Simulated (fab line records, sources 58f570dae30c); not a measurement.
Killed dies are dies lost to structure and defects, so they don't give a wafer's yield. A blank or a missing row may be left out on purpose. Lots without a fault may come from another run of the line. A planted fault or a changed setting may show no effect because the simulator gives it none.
Problem report in the 8D (eight disciplines) form, filled by code | flow berkeley_cmos170 | the parts of the form that need people (team, actions taken, sign-off) are left out

1. THE PROBLEM
oes_product_au at UCB170_SPACER_ETCHBACK_03 reads a mean of 0.806 a.u. on 3 wafers of 2 lots; wafers without a fault read 0.902 a.u. with a standard deviation of 0.018. That is -5.4 standard deviations from the usual mean.
The step: etches SiO2 in CHF3/CF4/Ar, stops on Si, target depth 376 nm, time 100 s.
First seen on wafer L526.1, day 9 09:16, on rie_diel-04. The record holds 18 wafers of 6 lots with a number at this step. Rule for "out", or "out of limits": more than 4 standard deviations from the usual mean. The other wafers with a number count as sound.

2. WHAT IT IS AND WHAT IT IS NOT
question                    | is                     | is not
which readings at this step | oes_product_au         | chamber_pressure_mTorr, drypump_motor_current_A, throttle_valve_pct
which lots                  | L526, L530             | L516, L521, L535, L536
which wafers of those lots  | L526.1, L526.6, L530.4 | L526.2, L530.3, L530.5
read on which tools         | rie_diel-04            | rie_diel-01, rie_diel-03
when                        | from day 9 09:16       | up to then (7 sound wafers); but 8 sound wafers of L530, L535, L536 came after

3. SUSPECTS, AND WHAT RULES EACH OUT
Counting: a tool at a process step up to the reading stays a suspect if it ran every lot that is out. Sound lots after the first of them don't rule it out here, since some wafers of a struck lot are sound.
- plasma_asher-04 at UCB170_NLDD_STRIP_10 (strips in O2): kept. It ran every lot that is out, first L526 (day 9 03:22).
- rie_diel-04 at UCB170_SPACER_ETCHBACK_03 (etches SiO2 in CHF3/CF4/Ar, stops on Si, target depth 376 nm, time 100 s): kept. It ran every lot that is out, first L526 (day 9 09:16); its last sound lot up to then is L516 (day 7 04:52). Its own readings are out on those wafers: oes_product_au.
- Within rie_diel-04 at UCB170_SPACER_ETCHBACK_03: the wafers that are out ran in chamber 0; their sound lot-mates ran in chambers 2, 3.
Left after counting: plasma_asher-04 at UCB170_NLDD_STRIP_10, rie_diel-04 at UCB170_SPACER_ETCHBACK_03.

4. THE CAUSE (what the simulator had put in)
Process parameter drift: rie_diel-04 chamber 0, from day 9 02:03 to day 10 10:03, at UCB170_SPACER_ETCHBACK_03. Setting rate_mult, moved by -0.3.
Counting left 2 suspects, and this tool is among them.

5. THE CHAIN OF EFFECTS, in route order
Each row: a reading whose mean over the struck wafers that have a number lies more than 3 standard deviations from the usual. Only readings for which the record gives a usual standard deviation are gone through. hours: the time from each lot's start at the first step in this table that gives one to its start at this step, as a median over the lots. sigmas: the change in usual standard deviations.
hours | step                      | reading        | usual      | on struck wafers | change | sigmas
0     | UCB170_SPACER_ETCHBACK_03 | oes_product_au | 0.902 a.u. | 0.806            | -0.096 | -5.4
The process steps in it:
- UCB170_SPACER_ETCHBACK_03: etches SiO2 in CHF3/CF4/Ar, stops on Si, target depth 376 nm, time 100 s.

6. WHAT WOULD HAVE CAUGHT IT SOONER
In this record the first reading out of limits was taken at day 9 09:16, 7 hours after the fault began at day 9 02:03.
